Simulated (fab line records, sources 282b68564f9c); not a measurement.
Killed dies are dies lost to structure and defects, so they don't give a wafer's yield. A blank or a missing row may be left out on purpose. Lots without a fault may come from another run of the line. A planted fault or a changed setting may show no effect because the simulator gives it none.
A struck lot beside a sound one | flow rit_cmos | 15 steps out of a route of 202
Sound: wafers L836.2, L836.4, L836.5. Struck: wafer L840.3. (L840.1, L840.2 of the same lot were not struck and are left out.) The cause comes at the end.
At each step with rows: each side's tool, then ch and its chambers, then its first start. Under that, the readings that differ: sound wafers | struck wafers | difference of the means | sigmas: that difference in standard deviations of wafers without a fault.
alike: readings whose means differ by less than 2 such deviations, and words and numbers that are the same on both sides. not compared: withheld readings, readings that some wafer has no value for, bounds like >300 that may hide the same value, and numbers for which the record gives no deviation and whose values overlap.
The two part at a step that has a row with sigmas, a row that says differs or no value, or rows on one side only. Numbers that don't overlap but have no deviation are shown without sigmas and don't part them. A reading that every wafer of one side lacks parts them only if that side has two wafers or more.

RIT_SILICIDE_RTA_06: time 10 s, ramp up 5 s, ramp down 10 s.
  sound on rtp_anneal-02 ch 0, day 4 14:55; struck on rtp_anneal-02 ch 0, day 5 11:19
  alike: wafer_temp_C_max
RIT_CONTACT_CVD_00: deposits SiO2 from TEOS, target thk 400 nm, time 61 s.
  sound on pecvd-02 ch 1,2, day 4 14:58; struck on pecvd-02 ch 0, day 5 11:23
  alike: heater_power_w, rf_fwd_power_W
  not compared: since_wet_clean_h
RIT_CONTACT_THK_MEAS_01:
  sound on film_metro-04, day 4 15:01; struck on film_metro-01, day 5 11:26
  reading               | sound       | struck | difference | sigmas
  CONTACT_TEOS_THK (nm) | 400 409 407 | 393    | -12        | -2
then, 6 steps without rows for these wafers: RIT_CONTACT_HMDS_02 (prime time 60 s); RIT_CONTACT_COAT_03 (resist thk 1000 nm); RIT_CONTACT_SOFTBAKE_04 (time 60 s); RIT_CONTACT_EXPOSE_05 (exposes mask M11, target cd 1000 nm); RIT_CONTACT_PEB_06; RIT_CONTACT_DEVELOP_07 (develop time 120 s).
RIT_CONTACT_CD_MEAS_08: target cd 1000 nm.
  sound on cd_sem-02, day 4 16:11; struck on cd_sem-02, day 5 12:28
  reading    | sound                | struck | difference | sigmas
  cd_nm (nm) | 1002.9 1003.1 1001.5 | 996.1  | -6.4       | -3
RIT_CONTACT_OVL_MEAS_09:
  sound on overlay-01, day 4 16:17; struck on overlay-02, day 5 12:35
  alike: CONTACT_OVL
then, 1 step without rows for these wafers: RIT_CONTACT_HARDBAKE_10 (time 60 s).
RIT_CONTACT_ETCH_11: etches SiO2 in CHF3/CF4/Ar, stops on TiSi2, target depth 480 nm, time 320 s.
  sound on rie_diel-02 ch 1,2,3, day 4 16:28; struck on rie_diel-02 ch 1, day 5 12:47
  reading                                      | sound             | struck | difference | sigmas
  model.NOVOLAK_of_CONTACT_COAT_03.thk_nm (nm) | 770.4 766.4 765.9 | 724    | -44        |
  alike: drypump_motor_current_A, mfc_ar_sccm, oes_product_au, rf_fwd_power_W, throttle_valve_pct
  not compared: rf_hours_counter_h
RIT_CONTACT_STRIP_12: strips in O2, time 180 s.
  sound on plasma_asher-04 ch 0,1, day 4 16:40; struck on plasma_asher-04 ch 0, day 5 12:59
  alike: drypump_motor_current_A, o2_flow_sccm
  not compared: rf_hours_counter_h
RIT_M1_PROBE_99:
  sound on prober-01, day 4 21:34; struck on prober-01, day 5 19:04
  reading                                                 | sound                | struck | difference | sigmas
  model.etest.nmos_0p15.junction_log10_a_um               | -13.8 -13.73 -13.61  | -11.25 | +2.46      |
  model.etest.nmos_narrow.off_log10_a_um                  | -13.28 -13.24 -13.26 | -11.25 | +2.01      |
  model.etest.nmos_0p3.off_log10_a_um                     | -13.11 -13.08 -12.94 | -11.24 | +1.80      |
  model.etest.gate_end_array.leak_log10_a_um              | -12.84 -12.87 -12.85 | -11.08 | +1.77      |
  model.etest.pmos_0p15.junction_log10_a_um               | -13.7 -13.66 -13.92  | -12.24 | +1.52      |
  model.etest.contact_diode_array.leak_log10_a (angstrom) | -9.268 -9.599 -9.466 | -7.965 | +1.479     |
  model.etest.antenna_contact.gate_log10_a_cm2            | -6.189 -6.345 -6.042 | -4.712 | +1.480     |
  model.etest.select_edge_diode_n.leak_log10_a (angstrom) | -9.857 -9.828 -9.887 | -9.127 | +0.730     |
  alike: killed_at_M0_to_M3, killed_at_front_end, killed_dies, killed_open, killed_short

WHERE THEY PART
First at RIT_CONTACT_THK_MEAS_01; last, within this record, at RIT_CONTACT_CD_MEAS_08. Later steps at which nothing parts them and some readings are alike: RIT_CONTACT_OVL_MEAS_09, RIT_CONTACT_ETCH_11, RIT_CONTACT_STRIP_12, RIT_M1_PROBE_99.

WHY: what the simulator had put in
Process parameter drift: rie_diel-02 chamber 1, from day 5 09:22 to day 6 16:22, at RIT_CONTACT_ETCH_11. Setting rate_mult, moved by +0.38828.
